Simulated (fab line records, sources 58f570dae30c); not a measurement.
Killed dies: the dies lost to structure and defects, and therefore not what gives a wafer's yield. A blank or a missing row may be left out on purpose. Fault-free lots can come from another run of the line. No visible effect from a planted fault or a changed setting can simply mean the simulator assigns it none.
Which tool was responsible?    flow berkeley_cmos170    7 lots, 21 wafers sampled, at 5 steps of a route of 331

WHAT THE GAUGES SHOWED, per wafer
UCB170_V1_BOW_MEAS_03.
lot   measured      on             V1_BOW (um)
L292  day 9 14:22   film_metro-03  35 20 19
L294  day 9 19:45   film_metro-01  4 14 31
L299  day 10 09:54  film_metro-03  7 19 15
L301  day 10 20:35  film_metro-03  44 37 43
L303  day 11 11:32  film_metro-04  8 18 12
L306  day 11 15:17  film_metro-01  15 30 10
L311  day 12 22:55  film_metro-04  18 25 7

EACH LOT AND THE TOOL THAT RAN IT (in order: tool; ch and the chambers of the sampled wafers; start)
lot   UCB170_SDANNEAL_RTA_01            UCB170_M1_SPUTTER_00          UCB170_M1_METAL_ETCH_12            UCB170_V1_CMP_02
L292  rtp_anneal-01 ch 0, day 8 22:37   pvd_sputter-01, day 9 08:54   rie_metal-03 ch 0,1, day 9 12:11   cmp-01 ch 1,2,3, day 9 14:08
L294  rtp_anneal-02 ch 0, day 8 23:41   pvd_sputter-03, day 9 10:11   rie_metal-04 ch 0,1, day 9 15:13   cmp-02 ch 1,2,3, day 9 19:27
L299  rtp_anneal-02 ch 0, day 9 21:51   pvd_sputter-03, day 10 05:38  rie_metal-01 ch 0,1, day 10 07:07  cmp-01 ch 0,2,3, day 10 09:40
L301  rtp_anneal-01 ch 0, day 10 05:56  pvd_sputter-02, day 10 15:16  rie_metal-03 ch 0,1, day 10 17:07  cmp-01 ch 0,2,3, day 10 20:16
L303  rtp_anneal-01 ch 0, day 11 02:05  pvd_sputter-02, day 11 07:36  rie_metal-01 ch 0,1, day 11 09:20  cmp-02 ch 1,2,3, day 11 11:14
L306  rtp_anneal-01 ch 0, day 11 02:53  pvd_sputter-03, day 11 10:02  rie_metal-04 ch 0,1, day 11 11:47  cmp-02 ch 2,3, day 11 14:56
L311  rtp_anneal-01 ch 0, day 12 12:28  pvd_sputter-03, day 12 19:18  rie_metal-01 ch 0,1, day 12 20:43  cmp-02 ch 0,1,3, day 12 22:37
- UCB170_SDANNEAL_RTA_01: time 5 s.
- UCB170_M1_SPUTTER_00: material Al, target thk 600 nm, time 80 s.
- UCB170_M1_METAL_ETCH_12: etches Al in Cl2/BCl3, stops on PSG, target depth 780 nm, time 130 s.
- UCB170_V1_CMP_02: polishes SiO2.

THE ANSWER, worked out from the rows above alone
Rule: what is usual is taken from the lots themselves. The widest of any qualifying gaps counts: lots, ordered by their means at a reading, are off when they make up no more than a third of the lots, leave a main group of 4 or more, and stand apart from it by 3 or more times the standard deviation of that group's means. A main group is skipped when, at the precision printed for the reading in the tables above, its means are all equal. A lot without any number at a reading at which 4 lots or more have one is off too. The other lots that the step has rows for count as sound.
Off: at UCB170_V1_BOW_MEAS_03 (V1_BOW), L301. For the main group the mean is 17 um and the standard deviation 3.9.
A tool fits if, at a process step before that reading, it ran every lot that is off, and no sound lot after the first of them. The gauges at UCB170_V1_BOW_MEAS_03 are tried like those tools. Can't be told from this: 3 tools fit, rie_metal-03 at UCB170_M1_METAL_ETCH_12, cmp-01 at UCB170_V1_CMP_02, film_metro-03 at UCB170_V1_BOW_MEAS_03.

WHAT THE SIMULATOR HAD INSERTED
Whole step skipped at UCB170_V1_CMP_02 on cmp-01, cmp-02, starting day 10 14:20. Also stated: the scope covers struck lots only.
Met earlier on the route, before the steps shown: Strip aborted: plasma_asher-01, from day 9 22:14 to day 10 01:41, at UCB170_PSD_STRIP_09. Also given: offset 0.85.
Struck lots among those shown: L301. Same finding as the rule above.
